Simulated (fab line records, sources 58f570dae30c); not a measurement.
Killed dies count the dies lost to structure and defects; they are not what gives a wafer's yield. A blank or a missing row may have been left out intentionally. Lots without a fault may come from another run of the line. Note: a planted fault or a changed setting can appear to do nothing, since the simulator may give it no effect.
A lot that was struck, set against a sound lot | flow berkeleyCmos170 | 18 steps out of a route of 331
Sound: the wafers L413.2, L413.3, L413.4. Struck: wafer L423.4 (L423.3, L423.6, from the same lot, were not struck and are left out); the cause is given at the end.
Each step with rows lists, per side, the tool, then ch with its chambers, then its first start. Under that, the readings that differ: sound wafers | struck wafers | difference of the means | sigmas: that difference in standard deviations of wafers without a fault.
alike: words and numbers the same on both sides, and readings whose means are apart by under 2 such deviations; not compared: readings that were withheld, readings missing a value for some wafer, numbers with overlapping values and no deviation given by the record, and bounds like >300 which may hide the same value.
Wherever a step has rows on one side only, a row that says differs or no value, or a row with sigmas, the two part there. Non-overlapping numbers with no deviation appear without sigmas and do not part them. Lack of a reading on every wafer of one side parts them only where that side has two or more wafers.

first, 5 steps without rows for these wafers: UCB170_NLDD_COAT_01 (resist thk 894.1 nm); UCB170_NLDD_SOFTBAKE_02 (time 60 s); UCB170_NLDD_EXPOSE_03 (exposes mask NSELECT, target cd 1200 nm); UCB170_NLDD_PEB_04; UCB170_NLDD_DEVELOP_05 (develop time 45 s).
UCB170_NLDD_CD_MEAS_06 targets a cd of 1200 nm.
  sound on cdSem-01, day 7 17:17; struck on cdSem-02, day 10 00:33
  alike: cdNm
UCB170_NLDD_OVL_MEAS_07:
  sound on overlay-02, day 7 17:23; struck on overlay-01, day 10 00:39
  alike: NLDD_OVL
then, 2 steps without rows for these wafers: UCB170_NLDD_IMPLANT_08; UCB170_NLDD_IMPLANT_09.
UCB170_NLDD_STRIP_10: strips in O2.
  sound on plasmaAsher-02 ch 0,1, day 7 17:43; struck on plasmaAsher-02 ch 1, day 10 01:00
  alike: drypumpMotorCurrentA, oesProductAu, stripTimeToEndpointS
  not compared: rfHoursCounterH
UCB170_NLDD_TW_MEAS_11:
  sound on filmMetro-01, day 7 17:50; struck on filmMetro-04, day 10 01:05
reading | sound          | struck | difference | sigmas
NLDD_TW | 2248 2243 2264 | 2209   | -43        | -3
then, 1 step without rows for these wafers: UCB170_NLDD_CLEAN_12 (cleans in SPM, time 600 s).
UCB170_SPACER_CVD_00: deposits SiO2 from TEOS/O2, target thk 376 nm, time 47 s.
  sound on pecvd-01 ch 0,1, day 7 18:14; struck on pecvd-02 ch 1, day 10 01:19
reading                                | sound             | struck | difference | sigmas
model.SiO2_of_SPACER_CVD_00.thkNm (nm) | 369.2 378.4 372.4 | 507    | +134       | 
  alike: heaterPowerW
UCB170_SPACER_THK_MEAS_01:
  sound on filmMetro-01, day 7 18:17; struck on filmMetro-02, day 10 01:22
reading              | sound       | struck | difference | sigmas
SPACER_TEOS_THK (nm) | 369 378 372 | 507    | +134       | +25
then, 1 step without rows for these wafers: UCB170_SPACER_ANNEAL_02 (time 1800 s).
UCB170_SPACER_ETCHBACK_03: etches SiO2 in CHF3/CF4/Ar, stops on Si, target depth 376 nm, time 100 s.
  sound on rieDiel-03 ch 0,1,2, day 8 00:02; struck on rieDiel-03 ch 1, day 10 07:49
reading                 | sound             | struck | difference | sigmas
oesProductAu (a.u.)     | 0.887 0.904 0.911 | 0.995  | +0.094     | +6
model.etch.depthNm (nm) | 369.2 378.4 372.4 | 424.1  | +50.8      | 
  alike: drypumpMotorCurrentA, throttleValvePct
  not compared: rfHoursCounterH
then, 1 step without rows for these wafers: UCB170_PSD_HMDS_00 (prime time 60 s).
UCB170_M3_PROBE_99:
  the record has rows for the struck wafers here (prober-01, day 11 11:20) and none for the sound ones

## WHERE THEY PART
Last at UCB170_M3_PROBE_99 as far as this record goes, first at UCB170_NLDD_TW_MEAS_11.

WHY: what had been put in by the simulator
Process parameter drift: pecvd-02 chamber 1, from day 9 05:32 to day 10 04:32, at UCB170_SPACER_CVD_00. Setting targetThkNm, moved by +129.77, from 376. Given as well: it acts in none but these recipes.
